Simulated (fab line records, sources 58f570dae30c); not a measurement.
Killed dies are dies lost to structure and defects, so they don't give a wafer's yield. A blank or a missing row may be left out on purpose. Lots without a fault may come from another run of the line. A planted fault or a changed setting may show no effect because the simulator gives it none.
fab line records | flow berkeley_cmos170
record lots=15 wafers=45 last_day=14
route steps=331 shown PWELL@44 NVT@110 PVT@124 NSD@193
lots that met no fault: from a run of the same line without faults
start_h: hours from the record's first day to the start of the lot's first wafer shown | wait_h: hours since the lot's step before | " the same as in the row above | L1.1+2: a row that stands for several wafers | - no value, or no start given | * or withheld: withheld | < > ~ a bound
route shown NAME@n: a module of which the file shows steps, and the number in the route of the first | usual: mean/standard deviation of fault-free wafers | same: alike in all rows | chamber/n: place in a boat | sites: the reading at each site | _std_site: their standard deviation | _edge_site: outer sites' mean less inner sites' | radius_mm: how far each site lies from the wafer's centre | mask NAME#n: copy n | behind: the tool/chamber that last shaped the wafer | hold: why the lot was held/for how many hours/how that ended | device: the transistor (n, p or np) that didn't switch | end of line: the same wafers' tests at the end of the route | a step without rows: its recipe alone | killed: dies lost to structure and defects at the first sort, not the wafer's yield | map: a wafer's dies, x killed, . not, _ none there
set.NAME: the setting as run; set.NAME@STEP: as run at that earlier step | model.NAME: the simulator's own value behind a step, which no gauge read
steps of the route over a sample of lots; a table a step, a row a wafer
services: from which hour (start_h, from the record's first day; less than 0 if before it) a tool's chamber was out of use, for how many hours, and why
## steps
# step UCB170_PWELL_EXPOSE_10
# recipe mask_id=PWELL target_cd_nm=3000 na=0.5 sigma_outer=0.6 source_shape=conventional dose_mj=19
# usual exposure_dose_mJ_cm2=18.999/0.019 focus_offset_nm=0.0/0.51
# columns lot.wafer tool chamber start_h wait_h mask exposure_dose_mJ_cm2 focus_offset_nm
L873.1 krf_scanner-01 0 58.10 0.1 PWELL#0 18.963 0.2
L873.5 " 0 " " PWELL#0 18.993 0.2
L873.6 " 0 " " PWELL#0 19.035 -0.1
L876.1 krf_scanner-02 0 72.29 0.2 PWELL#0 19.019 0.2
L876.2 " 0 " " PWELL#0 19.024 0.0
L876.6 " 0 " " PWELL#0 19.011 -0.4
L875.1 krf_scanner-01 0 72.53 0.5 PWELL#0 19.003 0.4
L875.5 " 0 " " PWELL#0 18.964 0.4
L875.6 " 0 " " PWELL#0 18.967 0.6
L880.3 krf_scanner-01 - 95.48 0.2 PWELL#0 - -
L880.4 " - " " PWELL#0 - -
L880.6 " - " " PWELL#0 - -
L881.1 krf_scanner-02 - 95.68 0.4 PWELL#0 - -
L881.3 " - " " PWELL#0 - -
L881.6 " - " " PWELL#0 - -
L882.1 krf_scanner-02 - 102.88 0.1 PWELL#0 - -
L882.3 " - " " PWELL#0 - -
L882.5 " - " " PWELL#0 - -
L887.2 krf_scanner-01 0 136.58 0.1 PWELL#0 19.022 0.3
L887.3 " 0 " " PWELL#0 19.019 -0.1
L887.4 " 0 " " PWELL#0 19.004 -0.3
L888.3 krf_scanner-01 0 144.47 0.1 PWELL#0 19.025 -0.2
L888.5 " 0 " " PWELL#0 18.976 -0.3
L888.6 " 0 " " PWELL#0 19.012 -0.1
L889.1 krf_scanner-02 0 144.68 0.2 PWELL#0 18.989 0.3
L889.3 " 0 " " PWELL#0 19.015 -0.2
L889.6 " 0 " " PWELL#0 18.999 -0.4
L890.2 krf_scanner-01 0 144.94 0.4 PWELL#0 18.986 0.1
L890.4 " 0 " " PWELL#0 18.992 -0.4
L890.6 " 0 " " PWELL#0 18.968 -0.1
L891.1 krf_scanner-02 0 153.10 0.1 PWELL#0 19.015 0.3
L891.4 " 0 " " PWELL#0 19.018 0.5
L891.5 " 0 " " PWELL#0 19.034 -0.2
L892.2 krf_scanner-01 0 167.43 0.1 PWELL#0 18.992 0.6
L892.4 " 0 " " PWELL#0 18.983 0.4
L892.5 " 0 " " PWELL#0 18.974 0.5
L893.2 krf_scanner-02 0 167.67 0.4 PWELL#0 18.963 0.3
L893.5 " 0 " " PWELL#0 18.988 0.5
L893.6 " 0 " " PWELL#0 19.002 -0.6
L894.1 krf_scanner-01 0 174.71 0.3 PWELL#0 19.017 -0.2
L894.3 " 0 " " PWELL#0 18.992 -1.1
L894.5 " 0 " " PWELL#0 19.007 -1.0
L896.1 krf_scanner-02 0 181.55 0.5 PWELL#0 19.010 0.2
L896.3 " 0 " " PWELL#0 19.021 -0.4
L896.5 " 0 " " PWELL#0 19.007 -0.2
# step UCB170_NVT_OVL_MEAS_06
# usual NVT_OVL=-2/5.4
# columns lot.wafer tool chamber start_h wait_h NVT_OVL[nm]
L873.1 overlay-02 - 140.70 - 4
L873.5 " - " " 0
L873.6 " - " " 3
L875.1 overlay-02 - 154.20 - -11
L875.5 " - " " -7
L875.6 " - " " -12
L876.1 overlay-01 - 154.43 - -8
L876.2 " - " " -1
L876.6 " - " " 3
L887.2 overlay-02 - 214.79 - -4
L887.3 " - " " -3
L887.4 " - " " -2
L890.2 overlay-02 - 225.89 - -9
L890.4 " - " " -10
L890.6 " - " " -6
L889.1 overlay-02 - 226.07 - 4
L889.3 " - " " -4
L889.6 " - " " -2
L888.3 overlay-01 - 226.17 - 6
L888.5 " - " " -2
L888.6 " - " " 3
L891.1 overlay-02 - 235.50 - -3
L891.4 " - " " -2
L891.5 " - " " -11
L892.2 overlay-02 - 243.42 - -1
L892.4 " - " " -5
L892.5 " - " " 1
L893.2 overlay-02 - 243.79 - -1
L893.5 " - " " -5
L893.6 " - " " -10
L894.1 overlay-01 - 255.74 - 0
L894.3 " - " " -2
L894.5 " - " " -7
L896.1 overlay-01 - 260.48 - -7
L896.3 " - " " -1
L896.5 " - " " -5
# step UCB170_PVT_TW_MEAS_09
# usual PVT_TW=513/4.9
# columns lot.wafer tool chamber start_h wait_h PVT_TW
L873.1 film_metro-01 - 142.49 0.1 516
L873.5 " - " " 517
L873.6 " - " " 519
L875.1 film_metro-04 - 158.06 0.1 507
L875.5 " - " " 508
L875.6 " - " " 508
L876.1 film_metro-02 - 158.78 0.1 519
L876.2 " - " " 515
L876.6 " - " " 518
L887.2 film_metro-02 - 216.75 0.1 519
L887.3 " - " " 518
L887.4 " - " " 516
L890.2 film_metro-04 - 227.86 0.1 506
L890.4 " - " " 508
L890.6 " - " " 504
L889.1 film_metro-02 - 227.88 0.1 517
L889.3 " - " " 514
L889.6 " - " " 517
L888.3 film_metro-02 - 228.15 0.1 518
L888.5 " - " " 519
L888.6 " - " " 517
L891.1 film_metro-01 - 238.37 0.1 514
L891.4 " - " " 517
L891.5 " - " " 514
L892.2 film_metro-01 - 245.36 0.1 518
L892.4 " - " " 515
L892.5 " - " " 514
L893.2 film_metro-04 - 245.91 0.1 505
L893.5 " - " " 505
L893.6 " - " " 505
L894.1 film_metro-01 - 261.04 0.1 517
L894.3 " - " " 518
L894.5 " - " " 518
L896.1 film_metro-02 - 265.34 0.1 518
L896.3 " - " " 516
L896.5 " - " " 519
# step UCB170_NSD_CD_MEAS_06
# recipe target_cd_nm=1200
# usual cd_nm=1200.0/1.1
# columns lot.wafer tool chamber start_h wait_h cd_nm
L873.1 cd_sem-02 - 173.90 - 1199.7
L873.5 " - " " 1199.8
L873.6 " - " " 1201.6
L876.1 cd_sem-01 - 183.05 - 1202.9
L876.2 " - " " 1202.6
L876.6 " - " " 1203.4
L875.1 cd_sem-02 - 183.33 - 1200.5
L875.5 " - " " 1200.2
L875.6 " - " " 1199.6
L887.2 cd_sem-02 - 250.10 - 1199.5
L887.3 " - " " 1199.3
L887.4 " - " " 1200.1
L890.2 cd_sem-01 - 260.18 - 1199.1
L890.4 " - " " 1198.7
L890.6 " - " " 1199.4
L888.3 cd_sem-01 - 260.32 - 1200.9
L888.5 " - " " 1200.4
L888.6 " - " " 1201.4
L889.1 cd_sem-01 - 260.51 - 1199.2
L889.3 " - " " 1197.4
L889.6 " - " " 1198.2
L891.1 cd_sem-02 - 265.20 - 1198.6
L891.4 " - " " 1199.8
L891.5 " - " " 1200.0
L892.2 cd_sem-02 - 275.40 - 1200.7
L892.4 " - " " 1200.9
L892.5 " - " " 1199.5
L893.2 cd_sem-02 - 275.58 - 1199.9
L893.5 " - " " 1199.1
L893.6 " - " " 1199.7
L894.1 cd_sem-02 - 292.31 - 1199.0
L894.3 " - " " 1199.8
L894.5 " - " " 1199.9
L896.1 cd_sem-01 - 296.97 - 1200.4
L896.3 " - " " 1199.8
L896.5 " - " " 1199.7
## services
# columns tool chamber start_h hours kind
krf_scanner-02 - 35.61 1.3 pm
krf_scanner-02 - 87.86 0.8 pm
krf_scanner-02 - 89.31 1.7 repair
krf_scanner-01 - 96.98 1.0 pm
krf_scanner-01 - 125.54 3.6 pm
krf_scanner-02 0 140.90 - calibration
krf_scanner-01 - 150.34 0.4 repair
krf_scanner-02 - 175.49 1.0 pm
krf_scanner-01 0 180.87 - calibration
## key
first_sign step=UCB170_PWELL_EXPOSE_10 reading=tool_record direction=missing
effect none on later readings
met_at UCB170_PWELL_EXPOSE_10
struck_lots L880,L881,L882
later_rows_left_out L880.3,L880.4,L880.6,L881.1,L881.3,L881.6,L882.1,L882.3,L882.5
sort_left_out L880.3,L880.4,L880.6,L881.1,L881.3,L881.6,L882.1,L882.3,L882.5
tester_left_out L880,L881,L882
not_acting_at UCB170_NVT_OVL_MEAS_06,UCB170_PVT_TW_MEAS_09,UCB170_NSD_CD_MEAS_06
onset_between 72.53 95.48
fault kind=skipped_step_whole tool=krf_scanner-01,krf_scanner-02 chamber=- onset_h=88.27 steps=UCB170_PWELL_EXPOSE_10 scope=struck_lots_only
# tester_left_out: of these lots the tester's yield and bins aren't shown, on N5 and GAA mostly nor the transistor test; their killed dies are dies lost to structure and defects alone, not to doping, threshold or leakage, so they don't give the yield
# sort_left_out: the simulated sort isn't trusted on such a fault, so these wafers' sort isn't shown, and their yield isn't known
# later_rows_left_out: the simulator's readings of these wafers behind a module that went badly wrong aren't trusted and aren't shown, but for the sort
